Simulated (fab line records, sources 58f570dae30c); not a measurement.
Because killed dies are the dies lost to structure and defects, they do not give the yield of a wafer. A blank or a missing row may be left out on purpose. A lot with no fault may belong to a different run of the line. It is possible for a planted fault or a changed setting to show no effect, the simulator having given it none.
Commonality check across tools | flow berkeley-cmos170 | 14 lots and 42 wafers in the sample

WHY THIS WAS OPENED
On 2 of the 14 lots, a flag is raised at UCB170_M2_CD_MEAS_15 on the reading cd-nm. Wafers without a fault read 699.9 nm, standard deviation 1.5.
Rule: a lot is flagged in two cases, either no wafer of it has a number, or all its wafers with numbers fall more than 4 standard deviations from that mean. As for the other lots, they are considered sound.

lot  | measured     | on        | cd-nm (nm), wafer by wafer | flag
L624 | day 7 11:23  | cd-sem-02 | 698.2 698.9 699.6          |
L626 | day 7 11:39  | cd-sem-02 | 697.0 698.3 697.9          |
L623 | day 7 11:56  | cd-sem-02 | 699.7 701.2 700.1          |
L625 | day 7 12:09  | cd-sem-01 | 701.1 700.2 701.2          |
L627 | day 7 18:56  | cd-sem-01 | 698.7 700.8 699.5          |
L628 | day 8 00:44  | cd-sem-02 | 698.6 698.9 699.2          |
L629 | day 8 00:57  | cd-sem-02 | 700.0 698.4 700.0          |
L631 | day 8 16:52  | cd-sem-01 | 700.6 702.8 703.1          |
L633 | day 9 01:14  | cd-sem-01 | 699.6 699.2 700.3          |
L635 | day 9 15:08  | cd-sem-02 | 697.7 696.7 697.6          |
L637 | day 9 19:47  | cd-sem-02 | 700.5 700.5 700.6          |
L643 | day 11 10:54 | cd-sem-02 | 671.4 670.4 671.4          | FLAGGED
L644 | day 11 16:53 | cd-sem-01 | 675.1 676.0 677.4          | FLAGGED
L646 | day 12 03:05 | cd-sem-01 | 698.9 700.4 698.7          |
The numbers of the flagged lots are 673.6 nm on average: -26.3 nm against the usual, or -18 standard deviations.

TOOL THAT RAN EACH LOT
The record keeps 1 process step preceding the reading, out of 331 steps on the route. Cell contents, in order: the tool; ch with the chambers the sampled wafers went through; the start.
lot  | flag    | UCB170_M2_SOFTBAKE_11
L624 |         | litho-track-01 ch 0, day 7 10:00
L626 |         | litho-track-04 ch 0, day 7 10:00
L623 |         | litho-track-02 ch 0, day 7 11:00
L625 |         | litho-track-04 ch 0, day 7 11:00
L627 |         | litho-track-01 ch 0, day 7 18:00
L628 |         | litho-track-04 ch 0, day 8 00:00
L629 |         | litho-track-01 ch 0, day 8 00:00
L631 |         | litho-track-04 ch 0, day 8 16:00
L633 |         | litho-track-01 ch 0, day 9 00:00
L635 |         | litho-track-04 ch 0, day 9 14:00
L637 |         | litho-track-04 ch 0, day 9 18:00
L643 | FLAGGED | litho-track-01 ch 0, day 11 10:00
L644 | FLAGGED | litho-track-01 ch 0, day 11 16:00
L646 |         | litho-track-04 ch 0, day 12 02:00
What the steps here do:
- UCB170_M2_SOFTBAKE_11: time 60 s.
- UCB170_M2_CD_MEAS_15: target cd 700 nm.

FLAGGED AGAINST TOTAL, ONE TOOL AT A TIME (gauges that did the reading follow at the end)
step                  | tool           | lots run | flagged | share of the flagged lots | sound lots run after its first flagged lot
UCB170_M2_SOFTBAKE_11 | litho-track-01 | 6        | 2       | all                       | 0
UCB170_M2_SOFTBAKE_11 | litho-track-02 | 1        | 0       | none                      | -
UCB170_M2_SOFTBAKE_11 | litho-track-04 | 7        | 0       | none                      | -
UCB170_M2_CD_MEAS_15  | cd-sem-01      | 6        | 1       | some                      | 1 (L646)
UCB170_M2_CD_MEAS_15  | cd-sem-02      | 8        | 1       | some                      | 0

WHAT IS ALLOWED BY THE TABLE
In the table, 1 row covers all flagged lots: litho-track-01 at UCB170_M2_SOFTBAKE_11.
- litho-track-01 at UCB170_M2_SOFTBAKE_11: 2 of its 6 lots flagged. It ran its last sound lot, L633, at day 9 00:00 and its first flagged lot, L643, at day 11 10:00: a fault with its onset between the two fits. Its own readings lie more than 4 standard deviations out on every wafer of the flagged lots: heater-power-total-W, plate-temp-C.
Left over: one tool, litho-track-01 at UCB170_M2_SOFTBAKE_11.

WHAT WAS PUT IN BY THE SIMULATOR
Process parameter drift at UCB170_M2_SOFTBAKE_11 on litho-track-01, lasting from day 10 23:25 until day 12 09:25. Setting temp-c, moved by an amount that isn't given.
Lots struck among those shown: L643, L644. The rule above found the same.
